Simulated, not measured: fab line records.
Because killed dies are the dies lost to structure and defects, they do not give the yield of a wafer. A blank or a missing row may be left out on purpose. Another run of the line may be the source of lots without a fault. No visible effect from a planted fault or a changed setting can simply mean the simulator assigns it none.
Check of tool commonality :: flow berkeley cmos170 :: 13 lots and 39 wafers in the sample

## THE REASON FOR OPENING IT
At UCB170_NLDD_TW_MEAS_11 the reading NLDD_TW is flagged on 1 of 13 lots. No-fault wafers: 2219, standard deviation 11.
Rule: flag the lot when none of its wafers has a number, or when each of its wafers that has one lies beyond 4 standard deviations from that mean. The rest of the lots are taken to be sound.

lot: L421
measured: day 8 01:32
on: film metro-04
NLDD_TW, wafer by wafer: 2219 2231 2219
flag: 

lot: L423
measured: day 8 02:13
on: film metro-02
NLDD_TW, wafer by wafer: 2216 2214 2221
flag: 

lot: L426
measured: day 9 10:46
on: film metro-04
NLDD_TW, wafer by wafer: 30 30 30
flag: FLAGGED

lot: L430
measured: day 9 23:54
on: film metro-01
NLDD_TW, wafer by wafer: 2221 2240 2225
flag: 

lot: L434
measured: day 11 00:00
on: film metro-02
NLDD_TW, wafer by wafer: 2205 2197 2201
flag: 

lot: L435
measured: day 11 12:31
on: film metro-02
NLDD_TW, wafer by wafer: 2199 2213 2206
flag: 

lot: L438
measured: day 11 22:25
on: film metro-02
NLDD_TW, wafer by wafer: 2197 2200 2204
flag: 

lot: L436
measured: day 11 22:40
on: film metro-01
NLDD_TW, wafer by wafer: 2241 2240 2237
flag: 

lot: L437
measured: day 11 22:46
on: film metro-04
NLDD_TW, wafer by wafer: 2214 2230 2218
flag: 

lot: L440
measured: day 12 10:48
on: film metro-04
NLDD_TW, wafer by wafer: 2223 2223 2227
flag: 

lot: L441
measured: day 12 11:13
on: film metro-01
NLDD_TW, wafer by wafer: 2211 2212 2217
flag: 

lot: L439
measured: day 12 11:21
on: film metro-04
NLDD_TW, wafer by wafer: 2228 2219 2244
flag: 

lot: L443
measured: day 13 02:54
on: film metro-01
NLDD_TW, wafer by wafer: 2218 2222 2217
flag: 
Flagged lots average 30: -2189 relative to the usual, that is -99 or more standard deviations.

## WHICH TOOL EACH LOT WENT THROUGH
The record holds 2 process steps before the reading, out of a route of 331 steps. Read each cell as the tool, then ch plus the chambers that the sampled wafers visited, then the start.
lot: L421
flag: 
UCB170_PVT_STRIP_08: plasma asher-03 ch 1, day 6 23:18
UCB170_NLDD_EXPOSE_03: krf scanner-01 ch 0, day 8 00:37

lot: L423
flag: 
UCB170_PVT_STRIP_08: plasma asher-02 ch 1, day 6 23:28
UCB170_NLDD_EXPOSE_03: krf scanner-01 ch 0, day 8 01:16

lot: L426
flag: FLAGGED
UCB170_PVT_STRIP_08: plasma asher-02 ch 1, day 8 04:59
UCB170_NLDD_EXPOSE_03: krf scanner-01 ch 0, day 9 09:47

lot: L430
flag: 
UCB170_PVT_STRIP_08: plasma asher-04 ch 0,1, day 8 21:23
UCB170_NLDD_EXPOSE_03: krf scanner-01 ch 0, day 9 22:53

lot: L434
flag: 
UCB170_PVT_STRIP_08: plasma asher-03 ch 1, day 9 22:57
UCB170_NLDD_EXPOSE_03: krf scanner-02 ch 0, day 10 22:44

lot: L435
flag: 
UCB170_PVT_STRIP_08: plasma asher-02 ch 0,1, day 10 15:59
UCB170_NLDD_EXPOSE_03: krf scanner-01 ch 0, day 11 11:34

lot: L438
flag: 
UCB170_PVT_STRIP_08: plasma asher-03 ch 0,1, day 11 00:22
UCB170_NLDD_EXPOSE_03: krf scanner-01 ch 0, day 11 21:23

lot: L436
flag: 
UCB170_PVT_STRIP_08: plasma asher-02 ch 0,1, day 11 00:39
UCB170_NLDD_EXPOSE_03: krf scanner-01 ch 0, day 11 21:40

lot: L437
flag: 
UCB170_PVT_STRIP_08: plasma asher-02 ch 0,1, day 10 23:54
UCB170_NLDD_EXPOSE_03: krf scanner-01 ch 0, day 11 21:47

lot: L440
flag: 
UCB170_PVT_STRIP_08: plasma asher-04 ch 0,1, day 11 12:52
UCB170_NLDD_EXPOSE_03: krf scanner-02 ch 0, day 12 09:32

lot: L441
flag: 
UCB170_PVT_STRIP_08: plasma asher-04 ch 0, day 11 13:08
UCB170_NLDD_EXPOSE_03: krf scanner-01 ch 0, day 12 09:50

lot: L439
flag: 
UCB170_PVT_STRIP_08: plasma asher-03 ch 0,1, day 11 12:59
UCB170_NLDD_EXPOSE_03: krf scanner-01 ch 0, day 12 10:08

lot: L443
flag: 
UCB170_PVT_STRIP_08: plasma asher-04 ch 0,1, day 12 04:39
UCB170_NLDD_EXPOSE_03: krf scanner-01 ch 0, day 13 01:47
What the steps here do:
- UCB170_PVT_STRIP_08: strips in O2.
- UCB170_NLDD_EXPOSE_03: exposes mask NSELECT, target cd 1200 nm.
- UCB170_NLDD_TW_MEAS_11

## FLAGGED OVER TOTAL, TOOL BY TOOL (the gauges that took the reading come last)
step: UCB170_PVT_STRIP_08
tool: plasma asher-02
lots run: 5
flagged: 1
share of the flagged lots: all
sound lots run after its first flagged lot: 3 (L435,L437,L436)

step: UCB170_PVT_STRIP_08
tool: plasma asher-03
lots run: 4
flagged: 0
share of the flagged lots: none
sound lots run after its first flagged lot: -

step: UCB170_PVT_STRIP_08
tool: plasma asher-04
lots run: 4
flagged: 0
share of the flagged lots: none
sound lots run after its first flagged lot: -

step: UCB170_NLDD_EXPOSE_03
tool: krf scanner-01
lots run: 11
flagged: 1
share of the flagged lots: all
sound lots run after its first flagged lot: 8 (L430,L435,L438,L436,L437,L441,L439,L443)

step: UCB170_NLDD_EXPOSE_03
tool: krf scanner-02
lots run: 2
flagged: 0
share of the flagged lots: none
sound lots run after its first flagged lot: -

step: UCB170_NLDD_TW_MEAS_11
tool: film metro-01
lots run: 4
flagged: 0
share of the flagged lots: none
sound lots run after its first flagged lot: -

step: UCB170_NLDD_TW_MEAS_11
tool: film metro-02
lots run: 4
flagged: 0
share of the flagged lots: none
sound lots run after its first flagged lot: -

step: UCB170_NLDD_TW_MEAS_11
tool: film metro-04
lots run: 5
flagged: 1
share of the flagged lots: all
sound lots run after its first flagged lot: 3 (L437,L440,L439)

## WHAT IS ALLOWED BY THE TABLE
Rows of the table that ran every flagged lot, 3 in all: plasma asher-02 at UCB170_PVT_STRIP_08, krf scanner-01 at UCB170_NLDD_EXPOSE_03, film metro-04 at UCB170_NLDD_TW_MEAS_11.
- plasma asher-02 at UCB170_PVT_STRIP_08: 1 of its 5 lots flagged. Lots that were sound ran on it after the first flagged one (L435, L437, L436); a persistent fault on the entire tool would not allow that.
- krf scanner-01 at UCB170_NLDD_EXPOSE_03: 1 of its 11 lots flagged. Lots that were sound ran on it after the first flagged one (L430, L435, L438, L436, L437, L441, L439, L443); a persistent fault on the entire tool would not allow that.
- film metro-04 at UCB170_NLDD_TW_MEAS_11: 1 of its 5 lots flagged. Lots that were sound ran on it after the first flagged one (L437, L440, L439); a persistent fault on the entire tool would not allow that.
Not one row of the table ran every flagged lot while running no sound lot after the first.

## WHAT WAS PUT IN BY THE SIMULATOR
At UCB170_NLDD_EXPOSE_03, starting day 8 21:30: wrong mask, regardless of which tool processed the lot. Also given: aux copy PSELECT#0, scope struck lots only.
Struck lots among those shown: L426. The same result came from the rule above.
